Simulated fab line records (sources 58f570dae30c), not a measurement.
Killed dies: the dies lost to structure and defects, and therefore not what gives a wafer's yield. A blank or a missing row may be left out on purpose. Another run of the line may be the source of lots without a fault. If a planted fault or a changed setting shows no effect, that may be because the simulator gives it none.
fab line records :: flow berkeleyCmos170 :: part 2 of 2: steps 27 to 35 of 35
record
  lots=5
  wafers=15
  lastDay=12
route steps=331 shown SPACER@174 PSD@175 NSD@187 BACKSIDE@199 SDANNEAL@204 PLDD@208
lots that met no fault: taken from a fault-free run of the same line
startH: start of the lot's first displayed wafer, in hours after the record's first day :: waitH: hours elapsed since this lot's preceding step :: " identical to the entry in the row above :: L1.1+2: a single row standing in for several wafers :: - no value present, or no start provided :: * or withheld: withheld :: < > ~ a bound
route shown NAME@n: NAME is a module with steps in the file, n the number in the route of the first one :: usual: mean/standard deviation taken from wafers without a fault :: same: alike in all rows :: chamber/n: place in a boat :: sites: each site's reading :: _std_site: standard deviation of those values :: _edge_site: inner sites' mean taken away from outer sites' mean :: radiusMm: for every site, how far away it sits from the centre of the wafer :: mask NAME#n: copy n :: behind: the tool/chamber that last shaped the wafer :: hold: reason for holding the lot/hours on hold/outcome of the hold :: device: which transistor (n, p or np) failed to switch :: end of line: the tests these same wafers got at the end of their route :: a step given without rows: its recipe and nothing more :: killed: the dies lost at the first sort to structure and to defects; this is not the yield of the wafer :: map: the dies of a wafer, with x for killed, . for not killed, _ for no die there
set.NAME: setting as actually run; set.NAME@STEP: the setting as run at that earlier step :: model.NAME: the simulator's own value behind a step, which no gauge read
certain route steps with their lots: each step a table, each wafer a row
services: the hour from which a tool's chamber was out of use, counted from the record's first day as startH (under 0 if before that day), plus the number of hours and why
## steps
# step UCB170_BACKSIDE_COAT_01
# recipe
  resist=KrF
  spinRpm=1500
  resistThkNm=900
# usual
  chillPlateTempC=23.01/0.099
lot.wafer: L079.3
tool: lithoTrack-04
chamber: 0
startH: 200.25
waitH: 0.1
chillPlateTempC: 23.08

lot.wafer: L079.4
tool: lithoTrack-04
chamber: 0
startH: 200.25
waitH: 0.1
chillPlateTempC: 22.82

lot.wafer: L079.5
tool: lithoTrack-04
chamber: 0
startH: 200.25
waitH: 0.1
chillPlateTempC: 22.86

lot.wafer: L084.1
tool: lithoTrack-01
chamber: 0
startH: 220.34
waitH: 0.1
chillPlateTempC: 23.01

lot.wafer: L084.5
tool: lithoTrack-01
chamber: 0
startH: 220.34
waitH: 0.1
chillPlateTempC: 23.06

lot.wafer: L084.6
tool: lithoTrack-01
chamber: 0
startH: 220.34
waitH: 0.1
chillPlateTempC: 22.97

lot.wafer: L087.1
tool: lithoTrack-02
chamber: 0
startH: 242.30
waitH: 0.1
chillPlateTempC: 23.15

lot.wafer: L087.3
tool: lithoTrack-02
chamber: 0
startH: 242.30
waitH: 0.1
chillPlateTempC: 23.00

lot.wafer: L087.6
tool: lithoTrack-02
chamber: 0
startH: 242.30
waitH: 0.1
chillPlateTempC: 23.01

lot.wafer: L094.1
tool: lithoTrack-01
chamber: 0
startH: 269.92
waitH: 0.1
chillPlateTempC: 22.95

lot.wafer: L094.2
tool: lithoTrack-01
chamber: 0
startH: 269.92
waitH: 0.1
chillPlateTempC: 22.93

lot.wafer: L094.4
tool: lithoTrack-01
chamber: 0
startH: 269.92
waitH: 0.1
chillPlateTempC: 22.99

lot.wafer: L093.1
tool: lithoTrack-02
chamber: 0
startH: 270.55
waitH: 0.1
chillPlateTempC: 22.85

lot.wafer: L093.5
tool: lithoTrack-02
chamber: 0
startH: 270.55
waitH: 0.1
chillPlateTempC: 23.07

lot.wafer: L093.6
tool: lithoTrack-02
chamber: 0
startH: 270.55
waitH: 0.1
chillPlateTempC: 23.05
# step UCB170_BACKSIDE_SOFTBAKE_02
# recipe
  resist=KrF
  tempC=130
  timeS=60
# usual
  chillPlateTempC=23.00/0.096
lot.wafer: L079.3
tool: lithoTrack-04
chamber: 0
startH: 200.40
waitH: 0.1
chillPlateTempC: 22.94

lot.wafer: L079.4
tool: lithoTrack-04
chamber: 0
startH: 200.40
waitH: 0.1
chillPlateTempC: 23.12

lot.wafer: L079.5
tool: lithoTrack-04
chamber: 0
startH: 200.40
waitH: 0.1
chillPlateTempC: 23.07

lot.wafer: L084.1
tool: lithoTrack-01
chamber: 0
startH: 220.49
waitH: 0.1
chillPlateTempC: 23.09

lot.wafer: L084.5
tool: lithoTrack-01
chamber: 0
startH: 220.49
waitH: 0.1
chillPlateTempC: 23.01

lot.wafer: L084.6
tool: lithoTrack-01
chamber: 0
startH: 220.49
waitH: 0.1
chillPlateTempC: 22.99

lot.wafer: L087.1
tool: lithoTrack-02
chamber: 0
startH: 242.45
waitH: 0.1
chillPlateTempC: 23.11

lot.wafer: L087.3
tool: lithoTrack-02
chamber: 0
startH: 242.45
waitH: 0.1
chillPlateTempC: 23.20

lot.wafer: L087.6
tool: lithoTrack-02
chamber: 0
startH: 242.45
waitH: 0.1
chillPlateTempC: 23.08

lot.wafer: L094.1
tool: lithoTrack-01
chamber: 0
startH: 270.07
waitH: 0.1
chillPlateTempC: 22.83

lot.wafer: L094.2
tool: lithoTrack-01
chamber: 0
startH: 270.07
waitH: 0.1
chillPlateTempC: 22.94

lot.wafer: L094.4
tool: lithoTrack-01
chamber: 0
startH: 270.07
waitH: 0.1
chillPlateTempC: 23.01

lot.wafer: L093.1
tool: lithoTrack-02
chamber: 0
startH: 270.70
waitH: 0.1
chillPlateTempC: 22.94

lot.wafer: L093.5
tool: lithoTrack-02
chamber: 0
startH: 270.70
waitH: 0.1
chillPlateTempC: 23.05

lot.wafer: L093.6
tool: lithoTrack-02
chamber: 0
startH: 270.70
waitH: 0.1
chillPlateTempC: 22.96
# step UCB170_BACKSIDE_STRIP_03
# recipe
  chemistry=O2
  powerW=400
  pressureMtorr=3500
  platenTempC=withheld
  o2FlowSccm=400
  overashFraction=0.5
# usual
  drypumpMotorCurrentA=6.08/0.27
  oesProductAu=0.734/0.0044
  stripTimeToEndpointS=21.97/0.075
# same
  overashFraction=0.5
lot.wafer: L079.3
tool: plasmaAsher-01
chamber: 0
startH: 200.53
waitH: 0.1
drypumpMotorCurrentA: 6.20
oesProductAu: 0.740
rfHoursCounterH: -
stripTimeToEndpointS: 22.11

lot.wafer: L079.4
tool: plasmaAsher-01
chamber: 1
startH: 200.53
waitH: 0.1
drypumpMotorCurrentA: 6.34
oesProductAu: 0.733
rfHoursCounterH: -
stripTimeToEndpointS: 22.17

lot.wafer: L079.5
tool: plasmaAsher-01
chamber: 1
startH: 200.53
waitH: 0.1
drypumpMotorCurrentA: 6.41
oesProductAu: 0.733
rfHoursCounterH: -
stripTimeToEndpointS: 22.12

lot.wafer: L084.1
tool: plasmaAsher-03
chamber: 0
startH: 220.64
waitH: 0.1
drypumpMotorCurrentA: 6.42
oesProductAu: 0.739
rfHoursCounterH: 10
stripTimeToEndpointS: 22.10

lot.wafer: L084.5
tool: plasmaAsher-03
chamber: 0
startH: 220.64
waitH: 0.1
drypumpMotorCurrentA: 6.45
oesProductAu: 0.729
rfHoursCounterH: -
stripTimeToEndpointS: 22.08

lot.wafer: L084.6
tool: plasmaAsher-03
chamber: 1
startH: 220.64
waitH: 0.1
drypumpMotorCurrentA: 5.72
oesProductAu: 0.727
rfHoursCounterH: -
stripTimeToEndpointS: 21.96

lot.wafer: L087.1
tool: plasmaAsher-03
chamber: 1
startH: 242.60
waitH: 0.1
drypumpMotorCurrentA: 5.74
oesProductAu: 0.734
rfHoursCounterH: 13
stripTimeToEndpointS: 21.85

lot.wafer: L087.3
tool: plasmaAsher-03
chamber: 0
startH: 242.60
waitH: 0.1
drypumpMotorCurrentA: 6.46
oesProductAu: 0.734
rfHoursCounterH: -
stripTimeToEndpointS: 21.91

lot.wafer: L087.6
tool: plasmaAsher-03
chamber: 1
startH: 242.60
waitH: 0.1
drypumpMotorCurrentA: 5.74
oesProductAu: 0.723
rfHoursCounterH: -
stripTimeToEndpointS: 21.87

lot.wafer: L094.1
tool: plasmaAsher-01
chamber: 1
startH: 270.22
waitH: 0.1
drypumpMotorCurrentA: 6.35
oesProductAu: 0.735
rfHoursCounterH: 52
stripTimeToEndpointS: 22.04

lot.wafer: L094.2
tool: plasmaAsher-01
chamber: 0
startH: 270.22
waitH: 0.1
drypumpMotorCurrentA: 6.19
oesProductAu: 0.746
rfHoursCounterH: 52
stripTimeToEndpointS: 21.99

lot.wafer: L094.4
tool: plasmaAsher-01
chamber: 0
startH: 270.22
waitH: 0.1
drypumpMotorCurrentA: 6.19
oesProductAu: 0.735
rfHoursCounterH: -
stripTimeToEndpointS: 22.04

lot.wafer: L093.1
tool: plasmaAsher-03
chamber: 0
startH: 270.85
waitH: 0.1
drypumpMotorCurrentA: 6.46
oesProductAu: 0.742
rfHoursCounterH: 16
stripTimeToEndpointS: 21.95

lot.wafer: L093.5
tool: plasmaAsher-03
chamber: 0
startH: 270.85
waitH: 0.1
drypumpMotorCurrentA: 6.45
oesProductAu: 0.734
rfHoursCounterH: -
stripTimeToEndpointS: 21.98

lot.wafer: L093.6
tool: plasmaAsher-03
chamber: 1
startH: 270.85
waitH: 0.1
drypumpMotorCurrentA: 5.74
oesProductAu: 0.732
rfHoursCounterH: -
stripTimeToEndpointS: 21.92
# step UCB170_BACKSIDE_CLEAN_04
# recipe
  chemistry=SPM
  tempC=120
  timeS=600
lot.wafer: L079.3+4+5
tool: wetBench-02
chamber: 2
startH: 200.60
waitH: 0.0

lot.wafer: L084.1+5+6
tool: wetBench-02
chamber: 0
startH: 220.74
waitH: 0.1

lot.wafer: L087.1+3+6
tool: wetBench-04
chamber: 2
startH: 242.75
waitH: 0.1

lot.wafer: L094.1+2+4
tool: wetBench-02
chamber: 1
startH: 270.32
waitH: 0.1

lot.wafer: L093.1+5+6
tool: wetBench-04
chamber: 2
startH: 270.96
waitH: 0.1
# step UCB170_SDANNEAL_RTA_00
# recipe
  tempC=900
  timeS=10
  ambient=N2
# usual
  lampPowerPct=22.1/0.3
  wafer_temp_C_max=904.3/1.2
lot.wafer: L079.3
tool: rtpAnneal-02
chamber: 0
startH: 200.81
waitH: 0.0
lampPowerPct: 22.4
wafer_temp_C_max: 904.2

lot.wafer: L079.4
tool: rtpAnneal-02
chamber: 0
startH: 200.81
waitH: 0.0
lampPowerPct: 22.3
wafer_temp_C_max: 904.3

lot.wafer: L079.5
tool: rtpAnneal-02
chamber: 0
startH: 200.81
waitH: 0.0
lampPowerPct: 22.4
wafer_temp_C_max: 902.9

lot.wafer: L084.1
tool: rtpAnneal-02
chamber: 0
startH: 220.92
waitH: 0.0
lampPowerPct: 22.4
wafer_temp_C_max: 902.9

lot.wafer: L084.5
tool: rtpAnneal-02
chamber: 0
startH: 220.92
waitH: 0.0
lampPowerPct: 22.4
wafer_temp_C_max: 903.8

lot.wafer: L084.6
tool: rtpAnneal-02
chamber: 0
startH: 220.92
waitH: 0.0
lampPowerPct: 22.3
wafer_temp_C_max: 903.0

lot.wafer: L087.1
tool: rtpAnneal-02
chamber: 0
startH: 242.92
waitH: 0.0
lampPowerPct: 22.4
wafer_temp_C_max: 904.8

lot.wafer: L087.3
tool: rtpAnneal-02
chamber: 0
startH: 242.92
waitH: 0.0
lampPowerPct: 22.4
wafer_temp_C_max: 904.8

lot.wafer: L087.6
tool: rtpAnneal-02
chamber: 0
startH: 242.92
waitH: 0.0
lampPowerPct: 22.4
wafer_temp_C_max: 903.3

lot.wafer: L094.1
tool: rtpAnneal-01
chamber: 0
startH: 270.51
waitH: 0.0
lampPowerPct: 21.7
wafer_temp_C_max: 906.7

lot.wafer: L094.2
tool: rtpAnneal-01
chamber: 0
startH: 270.51
waitH: 0.0
lampPowerPct: 21.8
wafer_temp_C_max: 905.5

lot.wafer: L094.4
tool: rtpAnneal-01
chamber: 0
startH: 270.51
waitH: 0.0
lampPowerPct: 21.7
wafer_temp_C_max: 905.2

lot.wafer: L093.1
tool: rtpAnneal-01
chamber: 0
startH: 271.15
waitH: 0.0
lampPowerPct: 21.7
wafer_temp_C_max: 905.7

lot.wafer: L093.5
tool: rtpAnneal-01
chamber: 0
startH: 271.15
waitH: 0.0
lampPowerPct: 21.8
wafer_temp_C_max: 904.0

lot.wafer: L093.6
tool: rtpAnneal-01
chamber: 0
startH: 271.15
waitH: 0.0
lampPowerPct: 21.7
wafer_temp_C_max: 907.0
# step UCB170_SDANNEAL_RTA_01
# recipe
  tempC=1050
  timeS=5
  ambient=N2
# usual
  lampPowerPct=34.1/0.46
  wafer_temp_C_max=1055.1/1.3
lot.wafer: L079.3
tool: rtpAnneal-02
chamber: 0
startH: 200.87
waitH: 0.1
lampPowerPct: 34.5
wafer_temp_C_max: 1054.9

lot.wafer: L079.4
tool: rtpAnneal-02
chamber: 0
startH: 200.87
waitH: 0.1
lampPowerPct: 34.5
wafer_temp_C_max: 1054.6

lot.wafer: L079.5
tool: rtpAnneal-02
chamber: 0
startH: 200.87
waitH: 0.1
lampPowerPct: 34.5
wafer_temp_C_max: 1054.5

lot.wafer: L084.1
tool: rtpAnneal-02
chamber: 0
startH: 220.98
waitH: 0.1
lampPowerPct: 34.5
wafer_temp_C_max: 1054.6

lot.wafer: L084.5
tool: rtpAnneal-02
chamber: 0
startH: 220.98
waitH: 0.1
lampPowerPct: 34.5
wafer_temp_C_max: 1053.1

lot.wafer: L084.6
tool: rtpAnneal-02
chamber: 0
startH: 220.98
waitH: 0.1
lampPowerPct: 34.5
wafer_temp_C_max: 1054.2

lot.wafer: L087.1
tool: rtpAnneal-02
chamber: 0
startH: 242.99
waitH: 0.1
lampPowerPct: 34.5
wafer_temp_C_max: 1053.9

lot.wafer: L087.3
tool: rtpAnneal-02
chamber: 0
startH: 242.99
waitH: 0.1
lampPowerPct: 34.5
wafer_temp_C_max: 1054.0

lot.wafer: L087.6
tool: rtpAnneal-02
chamber: 0
startH: 242.99
waitH: 0.1
lampPowerPct: 34.5
wafer_temp_C_max: 1054.5

lot.wafer: L094.1
tool: rtpAnneal-01
chamber: 0
startH: 270.58
waitH: 0.1
lampPowerPct: 33.6
wafer_temp_C_max: 1056.3

lot.wafer: L094.2
tool: rtpAnneal-01
chamber: 0
startH: 270.58
waitH: 0.1
lampPowerPct: 33.6
wafer_temp_C_max: 1057.9

lot.wafer: L094.4
tool: rtpAnneal-01
chamber: 0
startH: 270.58
waitH: 0.1
lampPowerPct: 33.6
wafer_temp_C_max: 1056.6

lot.wafer: L093.1
tool: rtpAnneal-01
chamber: 0
startH: 271.22
waitH: 0.1
lampPowerPct: 33.6
wafer_temp_C_max: 1057.1

lot.wafer: L093.5
tool: rtpAnneal-01
chamber: 0
startH: 271.22
waitH: 0.1
lampPowerPct: 33.6
wafer_temp_C_max: 1055.0

lot.wafer: L093.6
tool: rtpAnneal-01
chamber: 0
startH: 271.22
waitH: 0.1
lampPowerPct: 33.6
wafer_temp_C_max: 1054.6
# step UCB170_SDANNEAL_RS_MEAS_02
# recipe
  thkMeasGauge=four-point-probe
# usual
  PSD_RS=75.56/0.27
lot.wafer: L079.3
tool: filmMetro-03
chamber: -
startH: 200.95
waitH: 0.1
PSD_RS[ohm/sq]: 75.76

lot.wafer: L079.4
tool: filmMetro-03
chamber: -
startH: 200.95
waitH: 0.1
PSD_RS[ohm/sq]: 75.51

lot.wafer: L079.5
tool: filmMetro-03
chamber: -
startH: 200.95
waitH: 0.1
PSD_RS[ohm/sq]: 75.77

lot.wafer: L084.1
tool: filmMetro-04
chamber: -
startH: 221.04
waitH: 0.0
PSD_RS[ohm/sq]: 75.62

lot.wafer: L084.5
tool: filmMetro-04
chamber: -
startH: 221.04
waitH: 0.0
PSD_RS[ohm/sq]: 75.86

lot.wafer: L084.6
tool: filmMetro-04
chamber: -
startH: 221.04
waitH: 0.0
PSD_RS[ohm/sq]: 76.26

lot.wafer: L087.1
tool: filmMetro-04
chamber: -
startH: 243.05
waitH: 0.0
PSD_RS[ohm/sq]: 75.52

lot.wafer: L087.3
tool: filmMetro-04
chamber: -
startH: 243.05
waitH: 0.0
PSD_RS[ohm/sq]: 75.46

lot.wafer: L087.6
tool: filmMetro-04
chamber: -
startH: 243.05
waitH: 0.0
PSD_RS[ohm/sq]: 75.07

lot.wafer: L094.1
tool: filmMetro-03
chamber: -
startH: 270.64
waitH: 0.0
PSD_RS[ohm/sq]: 75.71

lot.wafer: L094.2
tool: filmMetro-03
chamber: -
startH: 270.64
waitH: 0.0
PSD_RS[ohm/sq]: 75.71

lot.wafer: L094.4
tool: filmMetro-03
chamber: -
startH: 270.64
waitH: 0.0
PSD_RS[ohm/sq]: 75.81

lot.wafer: L093.1
tool: filmMetro-03
chamber: -
startH: 271.28
waitH: 0.0
PSD_RS[ohm/sq]: 75.77

lot.wafer: L093.5
tool: filmMetro-03
chamber: -
startH: 271.28
waitH: 0.0
PSD_RS[ohm/sq]: 75.52

lot.wafer: L093.6
tool: filmMetro-03
chamber: -
startH: 271.28
waitH: 0.0
PSD_RS[ohm/sq]: 75.47
# step UCB170_SDANNEAL_RS_MEAS_03
# recipe
  thkMeasGauge=four-point-probe
# usual
  NSD_RS=37.29/0.072
lot.wafer: L079.3
tool: filmMetro-03
chamber: -
startH: 201.07
waitH: 0.1
NSD_RS[ohm/sq]: 37.23

lot.wafer: L079.4
tool: filmMetro-03
chamber: -
startH: 201.07
waitH: 0.1
NSD_RS[ohm/sq]: 37.21

lot.wafer: L079.5
tool: filmMetro-03
chamber: -
startH: 201.07
waitH: 0.1
NSD_RS[ohm/sq]: 37.28

lot.wafer: L084.1
tool: filmMetro-04
chamber: -
startH: 221.16
waitH: 0.1
NSD_RS[ohm/sq]: 37.25

lot.wafer: L084.5
tool: filmMetro-04
chamber: -
startH: 221.16
waitH: 0.1
NSD_RS[ohm/sq]: 37.21

lot.wafer: L084.6
tool: filmMetro-04
chamber: -
startH: 221.16
waitH: 0.1
NSD_RS[ohm/sq]: 37.26

lot.wafer: L087.1
tool: filmMetro-04
chamber: -
startH: 243.17
waitH: 0.1
NSD_RS[ohm/sq]: 37.22

lot.wafer: L087.3
tool: filmMetro-04
chamber: -
startH: 243.17
waitH: 0.1
NSD_RS[ohm/sq]: 37.31

lot.wafer: L087.6
tool: filmMetro-04
chamber: -
startH: 243.17
waitH: 0.1
NSD_RS[ohm/sq]: 37.30

lot.wafer: L094.1
tool: filmMetro-03
chamber: -
startH: 270.76
waitH: 0.1
NSD_RS[ohm/sq]: 37.32

lot.wafer: L094.2
tool: filmMetro-03
chamber: -
startH: 270.76
waitH: 0.1
NSD_RS[ohm/sq]: 37.25

lot.wafer: L094.4
tool: filmMetro-03
chamber: -
startH: 270.76
waitH: 0.1
NSD_RS[ohm/sq]: 37.32

lot.wafer: L093.1
tool: filmMetro-03
chamber: -
startH: 271.40
waitH: 0.1
NSD_RS[ohm/sq]: 37.35

lot.wafer: L093.5
tool: filmMetro-03
chamber: -
startH: 271.40
waitH: 0.1
NSD_RS[ohm/sq]: 37.39

lot.wafer: L093.6
tool: filmMetro-03
chamber: -
startH: 271.40
waitH: 0.1
NSD_RS[ohm/sq]: 37.24
# step UCB170_SDANNEAL_RS_MEAS_04
# recipe
  thkMeasGauge=four-point-probe
# usual
  PLDD_RS=1031.9/2.4
lot.wafer: L079.3
tool: filmMetro-03
chamber: -
startH: 201.19
waitH: 0.1
PLDD_RS[ohm/sq]: 1025.4

lot.wafer: L079.4
tool: filmMetro-03
chamber: -
startH: 201.19
waitH: 0.1
PLDD_RS[ohm/sq]: 1029.4

lot.wafer: L079.5
tool: filmMetro-03
chamber: -
startH: 201.19
waitH: 0.1
PLDD_RS[ohm/sq]: 1028.2

lot.wafer: L084.1
tool: filmMetro-04
chamber: -
startH: 221.28
waitH: 0.1
PLDD_RS[ohm/sq]: 1032.9

lot.wafer: L084.5
tool: filmMetro-04
chamber: -
startH: 221.28
waitH: 0.1
PLDD_RS[ohm/sq]: 1031.7

lot.wafer: L084.6
tool: filmMetro-04
chamber: -
startH: 221.28
waitH: 0.1
PLDD_RS[ohm/sq]: 1029.6

lot.wafer: L087.1
tool: filmMetro-04
chamber: -
startH: 243.29
waitH: 0.1
PLDD_RS[ohm/sq]: 1035.8

lot.wafer: L087.3
tool: filmMetro-04
chamber: -
startH: 243.29
waitH: 0.1
PLDD_RS[ohm/sq]: 1028.5

lot.wafer: L087.6
tool: filmMetro-04
chamber: -
startH: 243.29
waitH: 0.1
PLDD_RS[ohm/sq]: 1029.8

lot.wafer: L094.1
tool: filmMetro-03
chamber: -
startH: 270.88
waitH: 0.1
PLDD_RS[ohm/sq]: 1034.0

lot.wafer: L094.2
tool: filmMetro-03
chamber: -
startH: 270.88
waitH: 0.1
PLDD_RS[ohm/sq]: 1031.8

lot.wafer: L094.4
tool: filmMetro-03
chamber: -
startH: 270.88
waitH: 0.1
PLDD_RS[ohm/sq]: 1030.6

lot.wafer: L093.1
tool: filmMetro-03
chamber: -
startH: 271.52
waitH: 0.1
PLDD_RS[ohm/sq]: 1029.5

lot.wafer: L093.5
tool: filmMetro-03
chamber: -
startH: 271.52
waitH: 0.1
PLDD_RS[ohm/sq]: 1034.0

lot.wafer: L093.6
tool: filmMetro-03
chamber: -
startH: 271.52
waitH: 0.1
PLDD_RS[ohm/sq]: 1032.2
## services
tool: plasmaAsher-03
chamber: -
startH: 172.13
hours: 2.8
kind: pm

tool: rieDiel-01
chamber: 2
startH: 175.11
hours: 5.3
kind: repair

tool: implanter-04
chamber: -
startH: 177.65
hours: 3.9
kind: repair

tool: krfScanner-02
chamber: -
startH: 180.71
hours: 2.8
kind: repair

tool: krfScanner-02
chamber: -
startH: 191.50
hours: 1.3
kind: repair

tool: krfScanner-01
chamber: -
startH: 196.63
hours: 0.8
kind: pm

tool: krfScanner-02
chamber: -
startH: 197.38
hours: 1.3
kind: pm

tool: krfScanner-01
chamber: -
startH: 205.12
hours: 1.3
kind: pm

tool: rieDiel-03
chamber: 1
startH: 209.53
hours: 4.7
kind: repair

tool: krfScanner-02
chamber: -
startH: 211.72
hours: 0.8
kind: pm

tool: plasmaAsher-01
chamber: -
startH: 211.73
hours: 2.3
kind: repair

tool: rieDiel-03
chamber: 2
startH: 214.75
hours: 8.6
kind: repair

tool: krfScanner-02
chamber: -
startH: 216.63
hours: 1.0
kind: pm

tool: rieDiel-02
chamber: 2
startH: 218.20
hours: 8.0
kind: repair

tool: krfScanner-02
chamber: -
startH: 218.26
hours: 6.2
kind: repair

tool: implanter-01
chamber: -
startH: 226.04
hours: 2.4
kind: pm

tool: krfScanner-01
chamber: -
startH: 231.62
hours: 0.2
kind: repair

tool: implanter-01
chamber: -
startH: 249.75
hours: 26.2
kind: repair

tool: rieDiel-03
chamber: 2
startH: 252.07
hours: 32.7
kind: repair

tool: implanter-03
chamber: -
startH: 256.64
hours: 2.3
kind: pm

tool: krfScanner-01
chamber: -
startH: 256.83
hours: 3.6
kind: pm

tool: implanter-03
chamber: -
startH: 261.25
hours: 2.8
kind: repair

tool: rieDiel-03
chamber: 3
startH: 263.28
hours: 13.4
kind: repair

tool: krfScanner-01
chamber: -
startH: 265.44
hours: 4.4
kind: pm
